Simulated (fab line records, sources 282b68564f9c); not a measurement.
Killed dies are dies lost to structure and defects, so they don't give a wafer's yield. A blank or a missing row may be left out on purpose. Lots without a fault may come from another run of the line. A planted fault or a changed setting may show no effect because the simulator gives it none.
Which tool did it? | flow rit_cmos | 7 lots, 21 wafers sampled, at 3 steps of a route of 202

WHAT THE GAUGES READ, wafer by wafer
RIT_PSD_OVL_MEAS_06.
lot  | measured    | on         | PSD_OVL (nm)
L973 | day 3 23:19 | overlay-01 | -2.2 -2.1 -1.2
L976 | day 4 08:11 | overlay-01 | -0.6 -0.6 -0.5
L983 | day 5 13:59 | overlay-01 | -0.6 -1.4 -1.8
L987 | day 6 05:09 | overlay-02 | -1.5 -2.1 -2.8
L989 | day 6 13:11 | overlay-01 | 0.3 -1.3 -0.3
L991 | day 7 00:05 | overlay-02 | -0.1 0.0 -1.4
L995 | day 7 23:49 | overlay-01 | -2.3 -1.8 -0.6

WHICH TOOL RAN EACH LOT (tool, then ch and the chambers of the sampled wafers, then the start)
lot  | RIT_NLDD_STRIP_09                   | RIT_PLDD_STRIP_09
L973 | plasma_asher-02 ch 0,1, day 3 16:09 | plasma_asher-03 ch 0,1, day 3 17:50
L976 | plasma_asher-04 ch 0,1, day 4 00:10 | plasma_asher-04 ch 0,1, day 4 01:35
L983 | plasma_asher-01 ch 0, day 5 06:22   | plasma_asher-03 ch 1, day 5 07:57
L987 | plasma_asher-01 ch 0,1, day 5 22:34 | plasma_asher-03 ch 1, day 6 00:08
L989 | plasma_asher-02 ch 0,1, day 6 06:23 | plasma_asher-04 ch 0,1, day 6 07:56
L991 | plasma_asher-02 ch 0,1, day 6 17:25 | plasma_asher-02 ch 0,1, day 6 18:53
L995 | plasma_asher-04 ch 0,1, day 7 16:55 | plasma_asher-03 ch 0,1, day 7 18:28
- RIT_NLDD_STRIP_09: strips in O2, time 180 s.
- RIT_PLDD_STRIP_09: strips in O2, time 180 s.

THE ANSWER, worked out from the rows above alone
Rule: what is usual is taken from the lots themselves. Put in order of their means at a reading, lots are off if they are a third of the lots or fewer, leave a main group of 4 or more, and stand apart from it by a gap of 3 or more times the standard deviation of the main group's means; of several such gaps the widest counts. A main group whose means are all the same, to the digits that the tables above print for the reading, isn't used. A lot without any number at a reading at which 4 lots or more have one is off too. The other lots that the step has rows for count as sound.
No lot is off at any reading shown: from this, nothing can be told.

WHAT THE SIMULATOR HAD PUT IN
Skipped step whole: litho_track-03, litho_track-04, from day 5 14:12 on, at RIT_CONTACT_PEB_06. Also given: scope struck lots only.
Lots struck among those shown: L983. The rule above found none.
